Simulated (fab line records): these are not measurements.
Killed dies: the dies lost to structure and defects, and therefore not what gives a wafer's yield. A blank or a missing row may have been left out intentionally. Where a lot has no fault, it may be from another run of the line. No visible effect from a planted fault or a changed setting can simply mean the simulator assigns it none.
Problem report, 8D (eight disciplines) form, completed by code + flow rit_cmos + the parts of the form that need people (team, actions taken, sign-off) are left out

## 1. THE ISSUE
Mean of cd_nm at RIT_M1_CD_MEAS_09: 2540.2 nm across 6 wafers in 2 lots; on wafers with no fault it is 2599.4 nm (standard deviation 2.2). That is -27 standard deviations from the usual mean.
The step: target cd 2600 nm.
Earliest sighting: wafer L268.1 on cd_sem-02 at day 5 15:32. Wafers with a number at this step in the record: 42, from 14 lots. The rule behind "out" and "out of limits": a value lying over 4 standard deviations away from the usual mean. The rest of the wafers with a number are treated as sound.

## 2. WHAT THIS IS AND IS NOT
| question                    | is                     | is not                                                                                             |
|-----------------------------|------------------------|----------------------------------------------------------------------------------------------------|
| which readings at this step | cd_nm                  | -                                                                                                  |
| which lots                  | L268, L272             | L258, L259, L260, L261, L263, L267, L274, L275, L276, L277, L278, L281                             |
| which wafers of those lots  | all that have a number | -                                                                                                  |
| read on which gauges        | cd_sem-01, cd_sem-02   | -                                                                                                  |
| when                        | from day 5 15:32       | up to then (18 sound wafers); but 18 sound wafers of L274, L275, L276, L277, L278, L281 came after |

## 3. SUSPECTS, AND WHAT RULES EACH OUT
Counting: a tool stays on the suspect list if, at a process step up to the reading, it processed all lots that are out and no sound lot following the first of them.
- the gauge at RIT_M1_CD_MEAS_09 has been ruled out. The wafers that are out were read on 2 gauges (cd_sem-01, cd_sem-02).
- iline_stepper-02 at RIT_M1_EXPOSE_06 (exposes mask M12, target cd 2600 nm): kept. It processed each lot that is out, first L268 at day 5 15:07, and no sound lot thereafter; up to then, the last sound lot it processed was L261 at day 3 21:34. Its own readings are out on those wafers: exposure_dose_mJ_cm2.
After counting, what remains is iline_stepper-02 at RIT_M1_EXPOSE_06.

## 4. THE CAUSE (what the simulator had put in)
Process parameter drift: iline_stepper-02, from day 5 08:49 on, at RIT_M1_EXPOSE_06. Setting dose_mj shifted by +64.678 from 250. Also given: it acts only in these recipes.
After counting, this tool was the only one left.

## 5. THE EFFECT CHAIN, in route order
Each row: a reading where the mean over the struck wafers with a number is more than 3 standard deviations away from the usual. Scope: only readings with a usual standard deviation given in the record; hours: median across lots of the time from each lot's start at the first step in this table that gives one to its start at this step; sigmas: change in usual standard deviations.
| hours | step              | reading              | usual     | on struck wafers | change | sigmas      |
|-------|-------------------|----------------------|-----------|------------------|--------|-------------|
| 0     | RIT_M1_EXPOSE_06  | exposure_dose_mJ_cm2 | 249.98    | 308.18           | +58.20 | +99 or more |
| 0     | RIT_M1_CD_MEAS_09 | cd_nm                | 2599.4 nm | 2540.2           | -59.2  | -27         |
Process steps it contains:
- RIT_M1_EXPOSE_06: exposes mask M12, target cd 2600 nm.

## 6. HOW IT WOULD HAVE BEEN CAUGHT EARLIER
7 hours passed between the start of the fault at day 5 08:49 and the first reading out of limits at a measuring or inspecting step in this record, taken at day 5 15:32.
Tool's own readings at RIT_M1_EXPOSE_06, exposure_dose_mJ_cm2: out on all struck wafers the step has rows for; an alarm limit on them would have tripped on the first.
Of the lots that are out (2), L272 began RIT_M1_EXPOSE_06 on iline_stepper-02 after day 5 15:32. Had the tool been put on hold then, it would have been spared.
